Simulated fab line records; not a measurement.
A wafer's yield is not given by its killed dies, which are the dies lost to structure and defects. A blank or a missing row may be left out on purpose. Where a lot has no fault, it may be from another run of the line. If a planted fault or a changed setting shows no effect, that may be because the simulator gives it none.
One fault through the eyes of 2 desks | flow berkeley_cmos170 | every desk sees just its own numbers, and what lay behind them comes last

THE TOOL OWNER'S DESK: pvd_sputter-02
The tool's own readings at UCB170_SILICIDE_SPUTTER_01 (material Ti, target thk 30 nm, time 25 s): means of the sampled wafers that have a number, for each lot that ran on this tool. A lot is out of limits, marked OUT, if its mean lies more than 4 standard deviations from the usual mean; the brackets give that distance.
Columns: A = throttle_valve_pct at UCB170_SILICIDE_SPUTTER_01, usual 29.3 %
lot  | first seen here | A
L217 | day 8 06:26     | 30.2
L228 | day 11 04:33    | 30.3
L231 | day 11 20:15    | 30.7
This desk's finding: nothing out of limits on any of the 3 lots.

FROM THE METROLOGY DESK
Lot by lot, what the gauges showed, no matter which tool ran the lot: averages of those sampled wafers that carry a number. A lot is out of limits, marked OUT, if its mean lies more than 4 standard deviations from the usual mean; the brackets give that distance.
Columns: A = PSD_RS at UCB170_SDANNEAL_RS_MEAS_02, usual 75.52 ohm/sq; B = NSD_RS at UCB170_SDANNEAL_RS_MEAS_03, usual 37.27 ohm/sq; C = PLDD_RS at UCB170_SDANNEAL_RS_MEAS_04, usual 1031.8 ohm/sq; D = NLDD_RS at UCB170_SDANNEAL_RS_MEAS_05, usual 617.0 ohm/sq; E = SILICIDE_TI_RS at UCB170_SILICIDE_RS_MEAS_02, usual 26.2 ohm/sq; F = SILICIDE_TI_THK at UCB170_SILICIDE_THK_MEAS_03, usual 30.8 nm
lot  | first seen here | A     | B     | C      | D     | E               | F
L217 | day 8 05:58     | 75.81 | 37.19 | 1031.5 | 622.0 | 26.2            | 31.0
L216 | day 8 06:36     | 76.21 | 37.23 | 1030.3 | 617.3 | 26.1            | 30.8
L228 | day 11 04:01    | 75.27 | 37.39 | 1030.3 | 617.7 | 24.7 (-4.3) OUT | 32.3 (+4.9) OUT
L231 | day 11 19:45    | 75.37 | 37.28 | 1028.0 | 616.8 | 25.2            | 32.0
L234 | day 12 15:56    | 75.61 | 37.36 | 1032.2 | 616.4 | 26.2            | 30.6
L236 | day 13 05:58    | 75.36 | 37.37 | 1031.9 | 617.8 | 25.6            | 31.3
Finding of this desk: L228 out of limits, first seen on L228 at day 11 04:36 (SILICIDE_TI_RS at UCB170_SILICIDE_RS_MEAS_02). L217, L216, L231, L234, L236 stayed within limits.

TAKEN TOGETHER
An alarm was possible from the metrology desk at day 11 04:36, on L228.
The desk of the tool owner found nothing out of limits.
Tool owner's desk: L228 on record, inside its limits.
UCB170_SILICIDE_SPUTTER_01 was run on pvd_sputter-02 by each of the lots named.

WHAT WAS PUT IN BY THE SIMULATOR
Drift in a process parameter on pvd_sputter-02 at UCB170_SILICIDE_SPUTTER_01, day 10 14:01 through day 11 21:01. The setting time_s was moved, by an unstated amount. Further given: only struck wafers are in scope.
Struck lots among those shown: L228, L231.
Hours from the fault's start to each desk's first reading out of limits: the metrology desk, 15.
